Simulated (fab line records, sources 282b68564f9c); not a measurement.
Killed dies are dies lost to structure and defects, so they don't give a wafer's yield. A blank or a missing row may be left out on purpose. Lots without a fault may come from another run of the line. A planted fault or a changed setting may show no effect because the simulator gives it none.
A struck lot beside a sound one | flow rit_cmos | 15 steps out of a route of 202
Sound: wafers L582.1, L582.4, L582.6. Struck: wafers L577.2, L577.3, L577.5. The cause comes at the end.
At each step with rows: each side's tool, then ch and its chambers, then its first start. Under that, the readings that differ: sound wafers | struck wafers | difference of the means | sigmas: that difference in standard deviations of wafers without a fault.
alike: readings whose means differ by less than 2 such deviations, and words and numbers that are the same on both sides. not compared: withheld readings, readings that some wafer has no value for, bounds like >300 that may hide the same value, and numbers for which the record gives no deviation and whose values overlap.
The two part at a step that has a row with sigmas, a row that says differs or no value, or rows on one side only. Numbers that don't overlap but have no deviation are shown without sigmas and don't part them. A reading that every wafer of one side lacks parts them only if that side has two wafers or more.

RIT_GATE_THK_MEAS_07:
  sound on film_metro-04, day 5 15:53; struck on film_metro-04, day 4 17:42
  alike: GATE_OXIDE_THK
then, 1 step without rows for these wafers: RIT_GATE_CVD_08 (deposits poly-Si from SiH4, target thk 250 nm, time 2220 s).
RIT_GATE_THK_MEAS_09:
  sound on film_metro-04, day 5 17:34; struck on film_metro-04, day 4 19:25
  alike: GATE_POLY_THK
then, 6 steps without rows for these wafers: RIT_GATE_HMDS_10 (prime time 60 s); RIT_GATE_COAT_11 (resist thk 833.8 nm); RIT_GATE_SOFTBAKE_12 (time 60 s); RIT_GATE_EXPOSE_13 (exposes mask M6, target cd 150 nm); RIT_GATE_PEB_14; RIT_GATE_DEVELOP_15 (develop time 50 s).
RIT_GATE_CD_MEAS_16: target cd 150 nm.
  sound on cd_sem-01, day 5 18:37; struck on cd_sem-01, day 4 20:49
  alike: cd_nm
RIT_GATE_OVL_MEAS_17:
  sound on overlay-01, day 5 18:44; struck on overlay-02, day 4 20:55
  alike: GATE_OVL
then, 1 step without rows for these wafers: RIT_GATE_HARDBAKE_18 (time 60 s).
RIT_GATE_ETCH_19: etches poly-Si in SF6/CHF3/O2, stops on SiO2, time 165 s, target depth 312.5 nm.
  sound on rie_si-02 ch 2,3, day 5 18:55; struck on rie_si-01 ch 1,2,3, day 4 21:08
  reading                                   | sound             | struck            | difference | sigmas
  oes_product_au (a.u.)                     | 0.832 0.857 0.831 | 0.987 1.026 1.050 | +0.181     | +16
  model.GATE.feature_depth_nm (nm)          | 248.6 250.1 248.6 | 210.2 217.6 221.3 | -32.7      |
  model.etch.depth_nm (nm)                  | 248.6 250.1 248.6 | 210.2 217.6 221.3 | -32.7      |
  model.NOVOLAK_of_GATE_COAT_11.thk_nm (nm) | 655.3 655.3 653.5 | 684.7 680.1 681.4 | +27.4      |
  alike: drypump_motor_current_A, throttle_valve_pct
  not compared: rf_hours_counter_h
RIT_GATE_STRIP_20: strips in O2, time 180 s.
  sound on plasma_asher-04 ch 0,1, day 5 19:01; struck on plasma_asher-03 ch 0,1, day 4 21:15
  alike: drypump_motor_current_A, rf_refl_power_W
  not compared: rf_hours_counter_h
RIT_M1_PROBE_99:
  sound on prober-02, day 7 15:02; struck on prober-02, day 5 19:09
  reading             | sound | struck      | difference | sigmas
  killed_at_front_end | 6 3 6 | 264 264 264 | +259       | +84
  killed_dies         | 6 3 6 | 264 264 264 | +259       | +84
  killed_on_rim       | 1 1 1 | 70 70 70    | +69        | +53
  alike: killed_at_contacts, killed_open, killed_short

WHERE THEY PART
First at RIT_GATE_ETCH_19; last, within this record, at RIT_M1_PROBE_99.

WHY: what the simulator had put in
Process parameter drift: rie_si-01, from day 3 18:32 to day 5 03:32, at RIT_GATE_ETCH_19. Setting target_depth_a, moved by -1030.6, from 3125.
